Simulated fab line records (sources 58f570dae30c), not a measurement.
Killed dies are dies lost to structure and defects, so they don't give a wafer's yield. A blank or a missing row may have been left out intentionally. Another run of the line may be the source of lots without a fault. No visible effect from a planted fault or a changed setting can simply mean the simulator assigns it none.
Matching of chambers | flow berkeley_cmos170 | UCB170_CONTACT_ETCH_17 on rie_diel-04 has 4 sister chambers
The step etches BARC in N2/H2. 4 wafers are shown with their chamber, then 7 later ones without.

## WAFERS PAIRED WITH THEIR CHAMBERS
wafer  | chamber | drypump_motor_current_A (A)
L087.5 | 2       | 6.17
L089.4 | 1       | 5.83
L091.3 | 0       | 5.68
L091.4 | 3       | 5.87

## WAFERS WITHOUT THEIR CHAMBER
wafer  | drypump_motor_current_A (A)
L091.5 | 5.83
L092.3 | 5.85
L092.4 | 5.70
L092.5 | 5.90
L097.1 | 5.83
L097.2 | 5.67
L097.6 | 5.67

## WHICH CHAMBER EACH WENT THROUGH
wafer  | from the rows above     | in truth
L091.5 | 1                       | 1
L092.3 | can't be placed: 1 or 3 | 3
L092.4 | 0                       | 0
L092.5 | 3                       | 3
L097.1 | 1                       | 1
L097.2 | 0                       | 0
L097.6 | 0                       | 0
Correctly placed: 6 of 7. Not placeable from these rows: 1 (in 1, the candidates include the true chamber). Placed wrongly: 0.
How it was worked out, from the rows above alone: a wafer's distance from a chamber is the root of the sum, over the readings, of the square of ((its reading less the chamber's mean) divided by the reading's scatter). The wafer belongs to the nearest chamber; if the next one is less than 2 further off, it can't be placed. A chamber's mean is the mean of its shown wafers. The scatter (one wafer shown for each chamber): square how far every hidden wafer sits from the nearest shown wafer, average those squares and take the square root.
